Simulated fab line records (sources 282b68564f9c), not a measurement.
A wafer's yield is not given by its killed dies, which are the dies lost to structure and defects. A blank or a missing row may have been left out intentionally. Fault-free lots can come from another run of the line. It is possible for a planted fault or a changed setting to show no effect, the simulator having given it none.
Which tool was responsible?    flow rit_cmos    Sampling: 14 lots, 42 wafers, 4 of 202 route steps

WHAT EACH GAUGE READ, for each wafer
RIT_SPACER_THK_MEAS_04.
lot   measured     on             SPACER_NITRIDE_THK (nm)
L900  day 3 08:42  film_metro-04  247.3 247.6 247.6
L901  day 3 13:19  film_metro-01  249.7 250.0 247.9
L902  day 3 18:34  film_metro-01  249.2 246.3 249.4
L903  day 4 00:20  film_metro-04  248.2 249.7 249.0
L904  day 4 07:01  film_metro-01  245.5 247.8 247.8
L905  day 4 09:38  film_metro-04  246.6 249.1 248.4
L906  day 4 13:25  film_metro-01  246.4 247.7 248.5
L907  day 4 21:04  film_metro-04  245.9 246.2 247.7
L908  day 4 22:01  film_metro-04  248.5 250.6 248.1
L909  day 5 02:38  film_metro-04  81.6 82.7 78.8
L910  day 5 06:28  film_metro-04  248.7 247.1 249.5
L914  day 5 22:17  film_metro-04  83.9 84.4 82.3
L917  day 6 17:18  film_metro-01  249.1 247.2 248.3
L918  day 6 22:11  film_metro-01  249.4 246.9 250.1

RIT_M1_BOW_MEAS_16.
lot   measured     on             M1_BOW (um)
L900  day 3 20:05  film_metro-01  14 22 12
L901  day 4 00:16  film_metro-01  16 20 16
L902  day 4 05:19  film_metro-01  12 17 30
L903  day 4 12:14  film_metro-01  24 20 8
L904  day 4 18:31  film_metro-01  8 9 9
L905  day 4 21:01  film_metro-01  9 21 18
L906  day 5 00:51  film_metro-02  14 14 15
L907  day 5 08:07  film_metro-01  15 18 14
L908  day 5 09:37  film_metro-01  12 15 30
L909  day 5 13:19  film_metro-02  -4 -2 -6
L910  day 5 17:35  film_metro-01  23 22 21
L914  day 6 09:16  film_metro-01  -11 -4 -4
L917  day 7 04:35  film_metro-02  19 6 13
L918  day 7 08:56  film_metro-01  17 16 25

WHAT TOOL EACH LOT RAN ON (gives the tool, then ch and the chambers of the sampled wafers, and finally the start)
lot   RIT_SPACER_CVD_03           RIT_SPACER_ETCHBACK_05
L900  lpcvd-02 ch 0, day 3 06:47  rie_diel-04 ch 0,1, day 3 08:46
L901  lpcvd-01 ch 0, day 3 11:24  rie_diel-03 ch 0,1,2, day 3 13:23
L902  lpcvd-01 ch 0, day 3 16:38  rie_diel-04 ch 0,1,2, day 3 18:37
L903  lpcvd-01 ch 1, day 3 22:24  rie_diel-04 ch 1,3, day 4 00:23
L904  lpcvd-02 ch 0, day 4 05:05  rie_diel-04 ch 0,1,3, day 4 07:04
L905  lpcvd-01 ch 0, day 4 07:41  rie_diel-03 ch 2,3, day 4 09:40
L906  lpcvd-02 ch 1, day 4 11:30  rie_diel-04 ch 0,1,3, day 4 13:28
L907  lpcvd-02 ch 0, day 4 19:07  rie_diel-04 ch 1,2,3, day 4 21:06
L908  lpcvd-01 ch 0, day 4 20:05  rie_diel-03 ch 0,2,3, day 4 22:03
L909  lpcvd-02 ch 0, day 5 00:43  rie_diel-01 ch 0,1,2, day 5 02:41
L910  lpcvd-01 ch 1, day 5 04:34  rie_diel-04 ch 1,2, day 5 06:32
L914  lpcvd-02 ch 0, day 5 20:22  rie_diel-03 ch 1,2,3, day 5 22:21
L917  lpcvd-01 ch 1, day 6 15:22  rie_diel-04 ch 0,1,2, day 6 17:20
L918  lpcvd-01 ch 1, day 6 20:15  rie_diel-01 ch 1,2, day 6 22:15
- RIT_SPACER_CVD_03: deposits Si3N4 from SiH2Cl2/NH3, target thk 250 nm, time 3300 s.
- RIT_SPACER_ETCHBACK_05: etches Si3N4 in SF6/CHF3, stops on SiO2, target depth 250 nm, time 240 s.

WHAT THE TOOLS THEMSELVES READ (means of the sampled wafers that have a number; where no wafer has one, the mark that the record gives instead)
RIT_SPACER_CVD_03.
lot   tool      spike_tc_load_C (C)  susceptor_temp_C (C)  zone_power_source_pct (%)
L900  lpcvd-02  830                  809.9                 21.8
L901  lpcvd-01  832                  810.3                 19.8
L902  lpcvd-01  832                  810.1                 19.7
L903  lpcvd-01  839                  809.7                 24.1
L904  lpcvd-02  830                  809.8                 21.7
L905  lpcvd-01  833                  809.8                 19.7
L906  lpcvd-02  836                  810.2                 23.5
L907  lpcvd-02  830                  809.6                 22.0
L908  lpcvd-01  832                  810.0                 19.7
L909  lpcvd-02  829                  810.0                 21.7
L910  lpcvd-01  839                  809.8                 24.0
L914  lpcvd-02  830                  810.3                 21.6
L917  lpcvd-01  838                  809.5                 24.1
L918  lpcvd-01  839                  809.9                 23.9

RIT_SPACER_ETCHBACK_05.
lot   tool         drypump_motor_current_A (A)  oes_product_au (a.u.)  rf_fwd_power_W (W)  throttle_valve_pct (%)
L900  rie_diel-04  5.0                          0.836                  250.1               10.37
L901  rie_diel-03  6.0                          0.847                  249.6               10.24
L902  rie_diel-04  5.0                          0.843                  248.9               10.35
L903  rie_diel-04  5.5                          0.852                  250.0               10.27
L904  rie_diel-04  5.3                          0.848                  248.7               10.31
L905  rie_diel-03  6.0                          0.832                  248.8               10.34
L906  rie_diel-04  5.3                          0.849                  249.1               10.32
L907  rie_diel-04  5.2                          0.840                  249.0               10.31
L908  rie_diel-03  5.8                          0.846                  249.2               10.31
L909  rie_diel-01  5.7                          0.426                  249.4               10.19
L910  rie_diel-04  5.0                          0.843                  248.8               10.37
L914  rie_diel-03  6.1                          0.430                  249.1               10.14
L917  rie_diel-04  5.0                          0.848                  249.3               10.35
L918  rie_diel-01  5.8                          0.833                  248.6               10.34

THE ANSWER, worked out from the rows above alone
Rule: the usual values come from the lots themselves. Put in order of their means at a reading, lots are off if they are a third of the lots or fewer, leave a main group of 4 or more, and stand apart from it by a gap of 3 or more times the standard deviation of the main group's means; of several such gaps the widest counts. If all means in a main group match to the digits the tables above print for the reading, that group is not used. Also off: a lot with no number at a reading for which 4 or more lots have one. All remaining lots with rows at the step are treated as sound. First the gauges in route order, then the tools' own readings, where a lot's mean is used as printed above. The first step at which some lot is off is used, and at that step the reading that is off furthest; a lot without a number counts as furthest.
Off: at RIT_SPACER_THK_MEAS_04 (SPACER_NITRIDE_THK), L909, L914. Main group: mean 248.1 nm, sd 0.8.
If a tool, at a process step before that reading, ran all the lots that are off and no sound lot after the first of them, it fits. The gauges at RIT_SPACER_THK_MEAS_04 aren't tried: what is off there is off at RIT_M1_BOW_MEAS_16 too, on other tools, and a gauge's error can't cause that. One fits: lpcvd-02 at RIT_SPACER_CVD_03. Its last sound lot is L907 (day 4 19:07), its first lot that is off L909 (day 5 00:43): a fault that began between those two fits.

WHAT HAD BEEN PUT IN BY THE SIMULATOR
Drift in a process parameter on lpcvd-02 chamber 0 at RIT_SPACER_CVD_03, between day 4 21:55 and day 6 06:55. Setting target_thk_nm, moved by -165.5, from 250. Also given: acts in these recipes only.
Lots struck among those shown: L909, L914. Same finding as the rule above.
